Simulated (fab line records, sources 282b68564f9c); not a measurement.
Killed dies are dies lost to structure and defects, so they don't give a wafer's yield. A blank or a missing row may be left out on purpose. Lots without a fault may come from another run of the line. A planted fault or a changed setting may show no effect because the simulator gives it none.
One fault seen from 2 desks | flow rit_cmos | each desk has only its own numbers; what lay behind them comes last

THE METROLOGY DESK
What the gauges read, lot by lot, whatever tool the lot ran on: means of the sampled wafers that have a number. A lot is out of limits, marked OUT, if its mean lies more than 4 standard deviations from the usual mean; the brackets give that distance.
Columns: A = SPACER_NITRIDE_THK at RIT_SPACER_THK_MEAS_04, usual 250.8 nm; B = cd_nm at RIT_CONTACT_CD_MEAS_08, usual 1000.7 nm
lot  | first seen here | A                | B
L107 | day 3 00:14     | 248.9            | 1000.8
L108 | day 3 06:52     | 248.4            | 995.6
L109 | day 3 09:29     | 251.9            | 1003.0
L110 | day 3 16:45     | 249.2            | 996.3
L111 | day 3 22:43     | 252.9            | 1006.3
L112 | day 4 04:05     | 247.7            | 999.6
L113 | day 4 09:27     | 251.5            | 1001.2
L114 | day 4 12:49     | 253.7            | 997.8
L116 | day 5 04:03     | 253.8            | 1005.1
L117 | day 5 07:33     | 235.7 (-6.8) OUT | 1000.6
L126 | day 7 02:46     | 249.1            | 997.5
L129 | day 7 16:35     | 251.7            | 1001.1
L130 | day 7 19:05     | 251.5            | 1004.6
This desk's finding: out of limits on L117; first on L117, day 5 07:33 (SPACER_NITRIDE_THK at RIT_SPACER_THK_MEAS_04). In limits: L107, L108, L109, L110, L111, L112, L113, L114, L116, L126, L129, L130.

THE TOOL OWNER'S DESK: lpcvd-01
The tool's own readings at RIT_SPACER_CVD_03 (deposits Si3N4 from SiH2Cl2/NH3, target thk 250 nm, time 3300 s): means of the sampled wafers that have a number, for each lot that ran on this tool. A lot is out of limits, marked OUT, if its mean lies more than 4 standard deviations from the usual mean; the brackets give that distance.
Columns: A = pressure_mtorr at RIT_SPACER_CVD_03, usual 300.0 mTorr; B = spike_tc_load_C at RIT_SPACER_CVD_03, usual 835.0 C; C = zone_power_centre_pct at RIT_SPACER_CVD_03, usual 39.0 %
lot  | first seen here | A                       | B     | C
L108 | day 3 04:56     | 299.7                   | 834.6 | 40.3
L109 | day 3 07:34     | 300.4                   | 833.8 | 39.1
L110 | day 3 14:49     | 300.0                   | 834.3 | 39.0
L111 | day 3 20:49     | 300.6                   | 835.6 | 40.2
L113 | day 4 07:32     | 300.2                   | 835.3 | 39.9
L117 | day 5 05:38     | 240.3 (-99 or more) OUT | 835.2 | 39.9
This desk's finding: out of limits on L117; first on L117, day 5 05:38 (pressure_mtorr at RIT_SPACER_CVD_03). In limits: L108, L109, L110, L111, L113.

PUT TOGETHER
The tool owner's desk could have raised an alarm at day 5 05:38, on L117.
The metrology desk could have raised an alarm at day 5 07:33, on L117.
Of the lots named, all ran RIT_SPACER_CVD_03 on lpcvd-01.

WHAT THE SIMULATOR HAD PUT IN
Process parameter drift: lpcvd-01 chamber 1, from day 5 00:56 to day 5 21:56, at RIT_SPACER_CVD_03. Setting pressure_mtorr, moved by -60, from 300. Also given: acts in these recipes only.
Lots struck among those shown: L117.
Hours from the fault's start to each desk's first reading out of limits: the tool owner's desk, 5; the metrology desk, 7.
